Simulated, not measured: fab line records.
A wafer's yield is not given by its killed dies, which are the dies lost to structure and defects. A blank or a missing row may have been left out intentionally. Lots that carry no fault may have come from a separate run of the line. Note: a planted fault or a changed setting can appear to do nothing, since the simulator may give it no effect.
Problem report, 8D (eight disciplines) form, completed by code ; flow rit_cmos ; the parts of the form that need people (team, actions taken, sign-off) are left out

1. WHAT WENT WRONG
At RIT_NWELL_SOFTBAKE_02, run_length_s averages 129.43 s over 6 wafers from 2 lots, while fault-free wafers read 88.96 s, standard deviation 0.16. So: +99 or more standard deviations from the usual mean.
The step: time 60 s.
The first sign was on wafer L387.2 at day 3 16:48, on litho_track-03. At this step, 42 wafers from 14 lots have a number in the record. By rule, "out" or "out of limits" means more than 4 standard deviations away from the usual mean. The other wafers with a number count as sound.

2. WHAT IT IS AND WHAT IT IS NOT
question;is;is not
which readings at this step;run_length_s;heater_power_total_W
which lots;L387, L388;L378, L379, L380, L381, L383, L384, L385, L389, L397, L398, L399, L401
which wafers of those lots;all that have a number;-
read on which tools;litho_track-03;litho_track-01, litho_track-04
when;from day 3 16:48;"up to then (21 sound wafers); but 15 sound wafers of L389, L397, L398, L399, L401 came after"

3. SUSPECTS, AND WHAT RULES EACH OUT
Counting: a tool stays on the suspect list if, at a process step up to the reading, it processed all lots that are out and no sound lot following the first of them.
- litho_track-03 at RIT_NWELL_SOFTBAKE_02 (time 60 s): kept. It ran every lot that is out, first L387 (day 3 16:48), and no sound lot after that; its last sound lot up to then is L385 (day 3 07:26). On those wafers its own readings are out: run_length_s.
Left after counting: litho_track-03 at RIT_NWELL_SOFTBAKE_02.

4. THE CAUSE (what the simulator had put in)
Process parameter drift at RIT_NWELL_SOFTBAKE_02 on litho_track-03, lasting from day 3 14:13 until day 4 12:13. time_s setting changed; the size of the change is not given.
After counting, this tool was the only one left.

5. SEQUENCE OF EFFECTS, ordered by route
Rows list readings where the struck wafers' mean (over those with a number) sits beyond 3 standard deviations from the usual. Only readings whose record carries a usual standard deviation are examined. hours: median over the lots of the time between each lot's start at the first step of this table that gives one and its start at this step. sigmas: the change, counted in usual standard deviations.
hours;step;reading;usual;on struck wafers;change;sigmas
0;RIT_NWELL_SOFTBAKE_02;run_length_s;88.96 s;129.43;+40.47;+99 or more
It contains these process steps:
- RIT_NWELL_SOFTBAKE_02: time 60 s.

6. HOW IT WOULD HAVE BEEN CAUGHT EARLIER
First out-of-limits reading in this record: day 3 16:48, which is 3 hours after fault onset at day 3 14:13.
